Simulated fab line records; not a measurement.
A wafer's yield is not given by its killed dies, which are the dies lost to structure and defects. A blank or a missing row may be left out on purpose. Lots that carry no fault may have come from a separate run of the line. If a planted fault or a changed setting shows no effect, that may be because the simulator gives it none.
Split-lot study | flow rit-cmos | route with 202 steps; 5 lots, 27 wafers read

SPLIT DETAILS
At RIT_CONTACT_CVD_00 (deposits SiO2 from TEOS, target thk 400 nm, time 61 s), the setting time-s was moved away from the recipe's 61 s on 12 of the 27 wafers read, by -34.8% to +25.5%. All remaining wafers had this setting at the recipe value.

Split to reading: the file shows no intervening step.

THE READING
Values of CONTACT_TEOS_THK in nm from RIT_CONTACT_THK_MEAS_01. Fault-free wafers of this fab line usually give 399 nm, standard deviation 5.9 nm.

wafer  | tool, chamber at the split | time-s as run, s | against the recipe | CONTACT_TEOS_THK, nm | against lot-mates on the recipe
L076.1 | pecvd-04, 1                | 61               | recipe             | 400                  | -
L076.2 | pecvd-04, 0                | 61               | recipe             | 397                  | -
L076.3 | pecvd-04, 2                | 61               | recipe             | 393                  | -
L076.4 | pecvd-04, 2                | 39.75            | -34.8%             | 261                  | -136
L076.5 | pecvd-04, 0                | 39.75            | -34.8%             | 259                  | -138
L076.6 | pecvd-04, 1                | 39.75            | -34.8%             | 261                  | -136
L078.1 | pecvd-03, 1                | 40.28            | -34.0%             | 263                  | -138
L078.2 | pecvd-03, 0                | 61               | recipe             | 396                  | -
L078.3 | pecvd-03, 2                | 40.28            | -34.0%             | 256                  | -145
L078.4 | pecvd-03, 0                | 40.28            | -34.0%             | 264                  | -137
L078.5 | pecvd-03, 2                | 61               | recipe             | 401                  | -
L078.6 | pecvd-03, 1                | 61               | recipe             | 406                  | -
L079.1 | pecvd-04, 1                | 76.54            | +25.5%             | 502                  | +98
L079.2 | pecvd-04, 0                | 61               | recipe             | 399                  | -
L079.3 | pecvd-04, 2                | 76.54            | +25.5%             | 501                  | +97
L079.4 | pecvd-04, 2                | 61               | recipe             | 409                  | -
L079.5 | pecvd-04, 1                | 61               | recipe             | 405                  | -
L079.6 | pecvd-04, 0                | 76.54            | +25.5%             | 508                  | +104
L080.1 | pecvd-01, 0                | 61               | recipe             | 390                  | -
L080.2 | pecvd-01, 1                | 75.11            | +23.1%             | 480                  | +86
L080.3 | pecvd-01, 2                | 61               | recipe             | 397                  | -
L080.4 | pecvd-01, 2                | 75.11            | +23.1%             | 497                  | +103
L080.5 | pecvd-01, 0                | 61               | recipe             | 395                  | -
L080.6 | pecvd-01, 1                | 75.11            | +23.1%             | 483                  | +89
L085.1 | pecvd-04, 2                | 61               | recipe             | 398                  | -
L085.3 | pecvd-04, 0                | 61               | recipe             | 396                  | -
L085.4 | pecvd-04, 1                | 61               | recipe             | 412                  | -

THE FIT
A straight line over all 27 wafers: CONTACT_TEOS_THK changes by +4 nm for each +1% of time-s; r = +1.00; the points scatter about the line by 5.9 nm.
The same after taking each lot's own level away (the mean of its wafers on the recipe; 27 wafers): +3.99 nm for each +1%; r = +1.00; scatter 5 nm.
Per that fit: largest time-s move, reading shift of 1.4e+02 nm.
The lots' own levels span 394.0 to 404.3 nm, that is 1.8 times the standard deviation above.
The two slopes are in agreement: the lot-to-lot level therefore moves the slope only a little.
Check: -140 nm against its lot-mates is what the line predicts for one of the wafers moved furthest among these (-34.8%) when that wafer is left out of the fit. Against them it came out at -136 nm.

THE OTHER SPLITS THESE WAFERS WENT THROUGH
These wafers also went through other splits before the reading. Each is held against what the fit with the lots' levels taken away leaves over:
other split on the same wafers       | wafers away from the commonest value | r with CONTACT_TEOS_THK (lot level and that fit taken away)
RIT_ACTIVE_DEVELOP_10 develop-time-s | 9                                    | -0.08
RIT_GATE_CVD_08 time-s               | 21                                   | +0.04

THE WHOLE CHAIN: every reading that the file lists as answering this split, in the file's order
step                    | what it does                                                                | reading                                                                        | change (the file's fit)              | r (the file's)
RIT_CONTACT_CVD_00      | deposits SiO2 from TEOS, target thk 400 nm, time 61 s                       | SiO2_of_CONTACT_CVD_00.thk-nm (the simulator's own value, which no gauge read) | +3.99 nm for each +1% of the setting | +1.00
RIT_CONTACT_THK_MEAS_01 |                                                                             | CONTACT_TEOS_THK                                                               | +3.99 for each +1% of the setting    | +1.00
RIT_CONTACT_ETCH_11     | etches SiO2 in CHF3/CF4/Ar, stops on TiSi2, target depth 480 nm, time 320 s | etch.depth-nm (the simulator's own value, which no gauge read)                 | +3.65 nm for each +1% of the setting | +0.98
RIT_CONTACT_ETCH_11     | etches SiO2 in CHF3/CF4/Ar, stops on TiSi2, target depth 480 nm, time 320 s | CONTACT.feature-depth-nm (the simulator's own value, which no gauge read)      | +3.65 nm for each +1% of the setting | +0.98

FILE'S OWN FIT
CONTACT_TEOS_THK changes by +3.99 nm for each +1% of time-s, r = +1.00.
